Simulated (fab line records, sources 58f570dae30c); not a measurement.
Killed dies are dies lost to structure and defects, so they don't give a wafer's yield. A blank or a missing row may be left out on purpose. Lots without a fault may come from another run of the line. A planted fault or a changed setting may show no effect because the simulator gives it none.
A struck lot beside a sound one | flow berkeley_cmos170 | 17 steps out of a route of 331
Sound: wafers L812.1, L812.4, L812.6. Struck: wafers L818.3, L818.4, L818.5. The cause comes at the end.
At each step with rows: each side's tool, then ch and its chambers, then its first start. Under that, the readings that differ: sound wafers | struck wafers | difference of the means | sigmas: that difference in standard deviations of wafers without a fault.
alike: readings whose means differ by less than 2 such deviations, and words and numbers that are the same on both sides. not compared: withheld readings, readings that some wafer has no value for, bounds like >300 that may hide the same value, and numbers for which the record gives no deviation and whose values overlap.
The two part at a step that has a row with sigmas, a row that says differs or no value, or rows on one side only. Numbers that don't overlap but have no deviation are shown without sigmas and don't part them. A reading that every wafer of one side lacks parts them only if that side has two wafers or more.

first, 2 steps without rows for these wafers: UCB170_NLDD_IMPLANT_08; UCB170_NLDD_IMPLANT_09.
UCB170_NLDD_STRIP_10: strips in O2.
  sound on plasma_asher-01 ch 1, day 9 02:53; struck on plasma_asher-02 ch 0,1, day 10 13:05
  reading                      | sound             | struck            | difference | sigmas
  strip_time_to_endpoint_s (s) | 21.67 21.73 21.69 | 21.61 21.57 21.49 | -0.14      | -3
  alike: drypump_motor_current_A, oes_product_au
  not compared: rf_hours_counter_h
UCB170_NLDD_TW_MEAS_11:
  sound on film_metro-03, day 9 02:59; struck on film_metro-03, day 10 13:10
  alike: NLDD_TW
then, 1 step without rows for these wafers: UCB170_NLDD_CLEAN_12 (cleans in SPM, time 600 s).
UCB170_SPACER_CVD_00: deposits SiO2 from TEOS/O2, target thk 376 nm, time 47 s.
  sound on pecvd-03 ch 0,1,2, day 9 03:21; struck on pecvd-04 ch 0,1,2, day 10 13:23
  alike: heater_power_w
UCB170_SPACER_THK_MEAS_01:
  sound on film_metro-03, day 9 03:23; struck on film_metro-01, day 10 13:28
  alike: SPACER_TEOS_THK
then, 1 step without rows for these wafers: UCB170_SPACER_ANNEAL_02 (time 1800 s).
UCB170_SPACER_ETCHBACK_03: etches SiO2 in CHF3/CF4/Ar, stops on Si, target depth 376 nm, time 100 s.
  sound on rie_diel-02 ch 0,1,3, day 9 09:18; struck on rie_diel-02 ch 0,1,2, day 10 20:08
  alike: drypump_motor_current_A, oes_product_au, throttle_valve_pct
  not compared: rf_hours_counter_h
then, 3 steps without rows for these wafers: UCB170_PSD_HMDS_00 (prime time 60 s); UCB170_PSD_COAT_01 (resist thk 900 nm); UCB170_PSD_SOFTBAKE_02 (time 60 s).
UCB170_PSD_EXPOSE_03: exposes mask PSELECT MOD, target cd 1200 nm.
  sound on krf_scanner-02 ch 0, day 9 10:04; struck on krf_scanner-02 ch 0, day 10 21:24
  reading              | sound                | struck               | difference | sigmas
  exposure_dose_mJ_cm2 | 29.990 30.019 29.995 | 31.538 31.517 31.546 | +1.532     | +59
  alike: mask
then, 2 steps without rows for these wafers: UCB170_PSD_PEB_04; UCB170_PSD_DEVELOP_05 (develop time 45 s).
UCB170_PSD_CD_MEAS_06: target cd 1200 nm.
  sound on cd_sem-02, day 9 10:29; struck on cd_sem-02, day 10 21:48
  reading    | sound                | struck               | difference | sigmas
  cd_nm (nm) | 1198.4 1199.2 1199.9 | 1207.2 1207.9 1208.3 | +8.6       | +5
UCB170_PSD_OVL_MEAS_07:
  sound on overlay-02, day 9 10:37; struck on overlay-01, day 10 21:53
  alike: PSD_OVL

WHERE THEY PART
First at UCB170_NLDD_STRIP_10; last, within this record, at UCB170_PSD_CD_MEAS_06. Later steps at which nothing parts them and some readings are alike: UCB170_PSD_OVL_MEAS_07.

WHY: what the simulator had put in
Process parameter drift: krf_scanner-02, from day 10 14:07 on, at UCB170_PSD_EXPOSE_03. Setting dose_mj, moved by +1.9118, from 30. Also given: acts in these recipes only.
